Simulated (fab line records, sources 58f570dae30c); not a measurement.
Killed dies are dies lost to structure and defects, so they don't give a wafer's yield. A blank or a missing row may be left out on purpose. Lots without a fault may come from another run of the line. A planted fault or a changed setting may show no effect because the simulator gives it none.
Split-lot experiment | flow berkeley_cmos170 | 5 lots, 23 wafers read, on a route of 331 steps

THE SPLIT
At UCB170_M3_COAT_05 (resist thk 900 nm), the setting resist_thk_nm was moved away from the recipe's 900 nm on 10 of the 23 wafers read, by -3.4% to +3.1%. The other wafers ran this setting at the recipe's value.

The reading is taken at the split's own step.

THE READING
KrF_of_M3_COAT_05.thk_nm (the simulator's own value, which no gauge read), in nm, at UCB170_M3_COAT_05 (resist thk 900 nm). The file gives no usual value for it. The 13 wafers here that ran the recipe average 899.9 nm, standard deviation 1.9 nm.

wafer  | tool, chamber at the split | resist_thk_nm as run, nm | against the recipe | KrF_of_M3_COAT_05.thk_nm, nm | against lot-mates on the recipe
L074.3 | litho_track-01, 0          | 900                      | recipe             | 905.4                        | -
L074.4 | litho_track-01, 0          | 900                      | recipe             | 898.4                        | -
L074.5 | litho_track-01, 0          | 900                      | recipe             | 899.3                        | -
L077.2 | litho_track-01, 0          | 928.1                    | +3.1%              | 928                          | +28.2
L077.3 | litho_track-01, 0          | 928.1                    | +3.1%              | 927.4                        | +27.6
L077.4 | litho_track-01, 0          | 900                      | recipe             | 898.6                        | -
L077.5 | litho_track-01, 0          | 900                      | recipe             | 900.9                        | -
L077.6 | litho_track-01, 0          | 928.1                    | +3.1%              | 923.6                        | +23.9
L082.1 | litho_track-02, 0          | 900                      | recipe             | 899.1                        | -
L082.2 | litho_track-02, 0          | 900                      | recipe             | 900.7                        | -
L082.3 | litho_track-02, 0          | 869.2                    | -3.4%              | 867.7                        | -31.5
L082.5 | litho_track-02, 0          | 869.2                    | -3.4%              | 867.7                        | -31.5
L082.4 | litho_track-02, 0          | 900                      | recipe             | 897.7                        | -
L081.1 | litho_track-04, 0          | 924.6                    | +2.7%              | 924.6                        | +24.5
L081.2 | litho_track-04, 0          | 900                      | recipe             | 900.9                        | -
L081.3 | litho_track-04, 0          | 900                      | recipe             | 900.6                        | -
L081.4 | litho_track-04, 0          | 900                      | recipe             | 898.7                        | -
L081.6 | litho_track-04, 0          | 924.6                    | +2.7%              | 924.7                        | +24.6
L085.1 | litho_track-02, 0          | 924.9                    | +2.8%              | 923.1                        | +23.8
L085.2 | litho_track-02, 0          | 900                      | recipe             | 899.8                        | -
L085.3 | litho_track-02, 0          | 924.9                    | +2.8%              | 925.6                        | +26.3
L085.4 | litho_track-02, 0          | 924.9                    | +2.8%              | 924                          | +24.7
L085.6 | litho_track-02, 0          | 900                      | recipe             | 898.9                        | -

THE FIT
A straight line over all 23 wafers: KrF_of_M3_COAT_05.thk_nm changes by +8.95 nm for each +1% of resist_thk_nm; r = +0.99; the points scatter about the line by 1.8 nm.
The same after taking each lot's own level away (the mean of its wafers on the recipe; 23 wafers): +8.93 nm for each +1%; r = +1.00; scatter 1.7 nm.
On that fit, the largest move of resist_thk_nm shifts the reading by 31 nm.
The lots' own levels span 899.17 to 901.03 nm, that is 1.0 times the standard deviation above.
So the lot-to-lot level changes the slope little: the two slopes agree.
Check: with one of the wafers moved furthest among these (-3.4%) left out of the fit, the line predicts -30.5 nm for it against its lot-mates. It came out at -31.5 nm against them.

OTHER SPLITS ON THESE WAFERS
These wafers also went through other splits before the reading. Each is held against what the fit with the lots' levels taken away leaves over:
other split on the same wafers | wafers away from the commonest value | r with KrF_of_M3_COAT_05.thk_nm (lot level and that fit taken away)
UCB170_V2_ETCH_14 time_s       | 9                                    | +0.12

THE WHOLE CHAIN: every reading that the file lists as answering this split, in the file's order
step               | what it does      | reading                                                                   | change (the file's fit)              | r (the file's)
UCB170_M3_COAT_05  | resist thk 900 nm | KrF_of_M3_COAT_05.thk_nm (the simulator's own value, which no gauge read) | +8.93 nm for each +1% of the setting | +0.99
UCB170_M3_STRIP_07 | strips in O2      | strip_time_to_endpoint_s                                                  | withheld for each +1% of the setting | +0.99

THE FILE'S OWN FIT
KrF_of_M3_COAT_05.thk_nm changes by +8.93 nm for each +1% of resist_thk_nm, r = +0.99.
